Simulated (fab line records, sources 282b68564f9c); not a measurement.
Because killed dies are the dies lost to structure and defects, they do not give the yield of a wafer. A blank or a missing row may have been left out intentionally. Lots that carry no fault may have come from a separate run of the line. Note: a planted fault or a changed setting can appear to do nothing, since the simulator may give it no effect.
Comparing a struck lot with a sound one	flow ritCmos	15 out of 202 route steps
Sound: these wafers, L316.2, L316.3, L316.5. Wafers L331.1, L331.2, L331.4 were the ones struck. Last of all comes the cause.
For every step that has rows: the tool of each side, followed by ch and its chambers, followed by its first start. Under that, the readings that differ: sound wafers	struck wafers	difference of the means	sigmas: that difference in standard deviations of wafers without a fault.
alike: readings whose means differ by less than 2 such deviations, and words and numbers that are the same on both sides. not compared: withheld readings, readings that some wafer has no value for, bounds like >300 that may hide the same value, and numbers for which the record gives no deviation and whose values overlap.
The two part at a step that has a row with sigmas, a row that says differs or no value, or rows on one side only. Non-overlapping numbers with no deviation appear without sigmas and do not part them. A reading missing from all wafers of one side parts the sides only when that side holds two or more wafers.

first, 5 steps without rows for these wafers: RIT_NWELL_COAT_01 (resist thk 1300 nm); RIT_NWELL_SOFTBAKE_02 (time 60 s); RIT_NWELL_EXPOSE_03 (exposes mask M2, target cd 43900 nm); RIT_NWELL_PEB_04; RIT_NWELL_DEVELOP_05 (develop time 68 s).
RIT_NWELL_OVL_MEAS_06:
  sound on overlay-01 at day 2 16:55; struck on overlay-01 at day 5 19:43
  alike: NWELL_OVL
then, 2 steps without rows for these wafers: RIT_NWELL_HARDBAKE_07 (time 120 s); RIT_NWELL_IMPLANT_08.
RIT_NWELL_STRIP_09: strips in O2, time 180 s.
  sound on plasmaAsher-03 ch 0,1, day 2 17:20; struck on plasmaAsher-03 ch 0,1, day 5 20:10
  alike: drypumpMotorCurrentA
  not compared: rfHoursCounterH
RIT_NWELL_TW_MEAS_10:
  sound on filmMetro-03 at day 2 17:32; struck on filmMetro-01 at day 5 20:20
  alike: NWELL_TW
then, 2 steps without rows for these wafers: RIT_PWELL_HMDS_00 (prime time 60 s); RIT_PWELL_COAT_01 (resist thk 1300 nm).
RIT_PWELL_SOFTBAKE_02: time 60 s.
  sound on lithoTrack-04 ch 0, day 2 18:13; struck on lithoTrack-04 ch 0, day 5 20:41
reading	sound	struck	difference	sigmas
heaterPowerTotalW (W)	34.59 34.56 34.47	36.32 36.20 36.24	+1.71	+36
plateTempC (C)	90.07 90.12 89.87	- - -	no value on the struck wafers	
runLengthS (s)	89.20 88.90 88.77	80.18 80.13 80.09	-8.82	-38
then, 1 step without rows for these wafers: RIT_PWELL_EXPOSE_03 (exposes mask M3, target cd 43700 nm).
RIT_M1_PROBE_99:
  sound on prober-01 at day 4 05:02; struck on prober-02 at day 7 07:25
  alike: killedAtContacts, killedAtFrontEnd, killedDies, killedOpen, killedShort

## WHERE THEY PART
RIT_PWELL_SOFTBAKE_02 only, going by this record. Later steps at which nothing parts them and some readings are alike: RIT_M1_PROBE_99.

WHY: whatever the simulator had introduced
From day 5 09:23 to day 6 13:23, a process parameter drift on lithoTrack-04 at RIT_PWELL_SOFTBAKE_02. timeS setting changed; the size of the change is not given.
